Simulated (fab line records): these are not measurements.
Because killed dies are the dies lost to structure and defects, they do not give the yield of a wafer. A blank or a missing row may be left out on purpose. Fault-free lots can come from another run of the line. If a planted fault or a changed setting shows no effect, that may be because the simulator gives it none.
2 desks, one fault	flow berkeley_cmos170	numbers are kept per desk, each desk with only its own; the story behind them comes last

## THE TOOL OWNER'S DESK: rie_diel-04
The tool's own readings at UCB170_V2_ETCH_14 (etches SiO2 in CHF3/CF4/Ar, stops on Al, target depth 1250 nm, time 291 s): means of the sampled wafers that have a number, for each lot that ran on this tool. A lot is out of limits, marked OUT, if its mean lies more than 4 standard deviations from the usual mean; the brackets give that distance.
Columns: A = chamber_pressure_mTorr at UCB170_V2_ETCH_14, usual 200.01 mTorr; B = drypump_motor_current_A at UCB170_V2_ETCH_14, usual 5.7 A; C = oes_product_au at UCB170_V2_ETCH_14, usual 0.879 a.u.; D = throttle_valve_pct at UCB170_V2_ETCH_14, usual 6.94 %
lot	first seen here	A	B	C	D
L536	day 9 12:22	199.90	5.5	0.891	6.92
L538	day 10 01:47	199.91	5.7	0.926	6.94
L539	day 10 05:17	199.97	5.7	0.928	6.87
Finding of this desk: none of the 3 lots has anything out of limits.

## AT THE METROLOGY DESK
What the gauges read for every lot (on any tool): the sampled wafers with a number, averaged. A lot is out of limits, marked OUT, if its mean lies more than 4 standard deviations from the usual mean; the brackets give that distance.
Columns: A = V2_POLISHED_THK at UCB170_V2_THK_MEAS_04, usual 1000.5 nm; B = M3_OVL at UCB170_M3_OVL_MEAS_16, usual 6 nm
lot	first seen here	A	B
L537	day 9 03:49	998.8	1
L536	day 9 08:52	1000.0	13
L538	day 9 23:32	1001.1	9
L539	day 10 01:35	1000.3	10
L543	day 10 14:29	1000.1	-2
L544	day 10 18:31	1000.4	-6
L546	day 10 18:50	1000.7	14
L547	day 10 19:13	1000.7	8
L549	day 11 03:52	999.9	-1
L551	day 11 16:47	1001.5	14
L552	day 11 20:08	1001.3	9
L553	day 11 22:35	1000.4	5
L557	day 12 20:56	1000.0	2
L558	day 13 05:31	1000.1	8
Finding of this desk: none of the 14 lots has anything out of limits.

## TAKEN TOGETHER
Nothing out of limits was seen by the tool owner's desk.
Metrology desk: nothing out of limits seen.

## WHAT WAS PUT IN BY THE SIMULATOR
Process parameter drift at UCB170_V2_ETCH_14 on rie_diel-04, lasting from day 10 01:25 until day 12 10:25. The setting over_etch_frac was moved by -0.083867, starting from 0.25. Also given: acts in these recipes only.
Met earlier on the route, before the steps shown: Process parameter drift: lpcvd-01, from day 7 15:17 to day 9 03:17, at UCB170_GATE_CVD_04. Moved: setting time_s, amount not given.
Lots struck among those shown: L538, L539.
